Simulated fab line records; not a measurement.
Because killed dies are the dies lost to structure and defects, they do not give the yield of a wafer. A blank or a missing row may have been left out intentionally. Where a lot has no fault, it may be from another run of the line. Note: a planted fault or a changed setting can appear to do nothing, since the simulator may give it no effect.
Comparing a struck lot with a sound one :: flow rit_cmos :: 43 steps out of a route of 202
Sound: the wafers L760.1, L760.3, L760.6. Struck: wafers L770.2, L770.3, L770.5. The cause comes at the end.
Each step with rows lists, per side, the tool, then ch with its chambers, then its first start. Under that, the readings that differ: sound wafers :: struck wafers :: difference of the means :: sigmas: that difference in standard deviations of wafers without a fault.
alike: readings whose means differ by less than 2 such deviations, and words and numbers that are the same on both sides. not compared: withheld readings, readings that some wafer has no value for, bounds like >300 that may hide the same value, and numbers for which the record gives no deviation and whose values overlap.
The two part at a step that has a row with sigmas, a row that says differs or no value, or rows on one side only. Non-overlapping numbers with no deviation appear without sigmas and do not part them. A reading that every wafer of one side lacks parts them only if that side has two wafers or more.

RIT_NSD_TW_MEAS_10:
  struck on film_metro-02, day 7 12:41; sound on film_metro-04, day 5 05:05
  alike: NSD_TW
then, 6 steps without rows for these wafers: RIT_PSD_HMDS_00 (prime time 60 s); RIT_PSD_COAT_01 (resist thk 1000 nm); RIT_PSD_SOFTBAKE_02 (time 60 s); RIT_PSD_EXPOSE_03 (exposes mask M10, target cd 40900 nm); RIT_PSD_PEB_04; RIT_PSD_DEVELOP_05 (develop time 50 s).
RIT_PSD_OVL_MEAS_06:
  struck on overlay-01, day 7 13:44; sound on overlay-01, day 5 06:00
  alike: PSD_OVL
then, 3 steps without rows for these wafers: RIT_PSD_HARDBAKE_07 (time 60 s); RIT_PSD_IMPLANT_08; RIT_PSD_STRIP_09 (strips in O2, time 180 s).
RIT_PSD_TW_MEAS_10:
  struck on film_metro-02, day 7 14:14; sound on film_metro-01, day 5 06:31
  alike: PSD_TW
RIT_SDANNEAL_CLEAN_00: cleans in SC1, time 600 s.
  sound on wet_bench-02 ch 0, day 5 06:34; struck on wet_bench-01 ch 3, day 7 14:17
  alike: bath_heat_duty_pct
then, 2 steps without rows for these wafers: RIT_SDANNEAL_CLEAN_01 (cleans in dHF, time 30 s); RIT_SDANNEAL_CLEAN_02 (cleans in SC2, time 600 s).
RIT_SDANNEAL_RTA_03: time 5 s.
  sound on rtp_anneal-02 ch 0, day 5 06:56; struck on rtp_anneal-02 ch 0, day 7 14:42
  alike: anneal_temp_c_max, chamber_o2_ppm, wafer_temp_C_max
RIT_SDANNEAL_RS_MEAS_04: a four-point-probe measurement.
  struck on film_metro-01, day 7 14:47; sound on film_metro-04, day 5 07:00
  alike: PSD_RS
RIT_SDANNEAL_RS_MEAS_05: a four-point-probe measurement.
  struck on film_metro-01, day 7 14:55; sound on film_metro-04, day 5 07:07
  alike: NSD_RS
RIT_SDANNEAL_RS_MEAS_06: a four-point-probe measurement.
  struck on film_metro-01, day 7 15:02; sound on film_metro-04, day 5 07:14
  alike: PLDD_RS
RIT_SDANNEAL_RS_MEAS_07: a four-point-probe measurement.
  struck on film_metro-01, day 7 15:09; sound on film_metro-04, day 5 07:22
  alike: NLDD_RS
then, 2 steps without rows for these wafers: RIT_SILICIDE_WET_ETCH_00 (etches SiO2 in BOE, target depth 14 nm, time 15 s); RIT_SILICIDE_SPUTTER_01 (material Ti, target thk 30 nm, time 240 s).
RIT_SILICIDE_RS_MEAS_02: a four-point-probe measurement.
  struck on film_metro-01, day 7 15:26; sound on film_metro-01, day 5 07:38
  alike: SILICIDE_TI_RS
RIT_SILICIDE_THK_MEAS_03: measures by xrf.
  struck on film_metro-01, day 7 15:32; sound on film_metro-01, day 5 07:46
  alike: SILICIDE_TI_THK
RIT_SILICIDE_RTA_04: time 10 s, ramp up 5 s, ramp down 5 s.
  sound on rtp_anneal-01 ch 0, day 5 07:49; struck on rtp_anneal-01 ch 0, day 7 15:36
  alike: anneal_temp_c_max, chamber_o2_ppm, wafer_temp_C_max
then, 1 step without rows for these wafers: RIT_SILICIDE_WET_ETCH_05 (etches Ti in SPM, time 120 s).
RIT_SILICIDE_RTA_06: time 10 s, ramp up 5 s, ramp down 10 s.
  sound on rtp_anneal-02 ch 0, day 5 07:56; struck on rtp_anneal-02 ch 0, day 7 15:43
  alike: anneal_temp_c_max, chamber_o2_ppm, wafer_temp_C_max
RIT_CONTACT_CVD_00: deposits SiO2 from TEOS, target thk 400 nm, time 61 s.
  sound on pecvd-01 ch 0,1,2, day 5 07:59; struck on pecvd-04 ch 1,2, day 7 15:46
  alike: heater_power_w
RIT_CONTACT_THK_MEAS_01:
  struck on film_metro-04, day 7 15:49; sound on film_metro-03, day 5 08:02
  alike: CONTACT_TEOS_THK
then, 6 steps without rows for these wafers: RIT_CONTACT_HMDS_02 (prime time 60 s); RIT_CONTACT_COAT_03 (resist thk 1000 nm); RIT_CONTACT_SOFTBAKE_04 (time 60 s); RIT_CONTACT_EXPOSE_05 (exposes mask M11, target cd 1000 nm); RIT_CONTACT_PEB_06; RIT_CONTACT_DEVELOP_07 (develop time 120 s).
RIT_CONTACT_CD_MEAS_08: the cd target is 1000 nm.
  struck on cd_sem-02, day 7 17:11; sound on cd_sem-02, day 5 09:12
  alike: cd_nm
RIT_CONTACT_OVL_MEAS_09:
  struck on overlay-01, day 7 17:18; sound on overlay-02, day 5 09:19
  alike: CONTACT_OVL
then, 1 step without rows for these wafers: RIT_CONTACT_HARDBAKE_10 (time 60 s).
RIT_CONTACT_ETCH_11: etches SiO2 in CHF3/CF4/Ar, stops on TiSi2, target depth 480 nm, time 320 s.
  sound on rie_diel-01 ch 1,2,3, day 5 09:30; struck on rie_diel-03 ch 0,1,2, day 7 17:31
  alike: drypump_motor_current_A, oes_product_au, throttle_valve_pct
  not compared: rf_hours_counter_h
then, 1 step without rows for these wafers: RIT_CONTACT_STRIP_12 (strips in O2, time 175.2 s).
RIT_CONTACT_CD_MEAS_90: the cd target is 1000 nm.
  struck on cd_sem-02, day 7 17:55; sound on cd_sem-02, day 5 09:52
  alike: cd_nm
then, 1 step without rows for these wafers: RIT_CONTACT_CLEAN_13 (cleans in SC1, time 600 s).
RIT_M1_PROBE_99:
  struck on prober-01, day 8 00:09; sound on prober-02, day 5 14:30
reading: killed_at_front_end
sound: 4 7 3
struck: 31 32 39
difference: +29
sigmas: +10

reading: killed_dies
sound: 4 7 3
struck: 31 32 39
difference: +29
sigmas: +10
  alike: killed_open, killed_short

## WHERE THEY PART
At RIT_M1_PROBE_99 and nowhere else, as far as this record goes.

WHY: what the simulator had put in
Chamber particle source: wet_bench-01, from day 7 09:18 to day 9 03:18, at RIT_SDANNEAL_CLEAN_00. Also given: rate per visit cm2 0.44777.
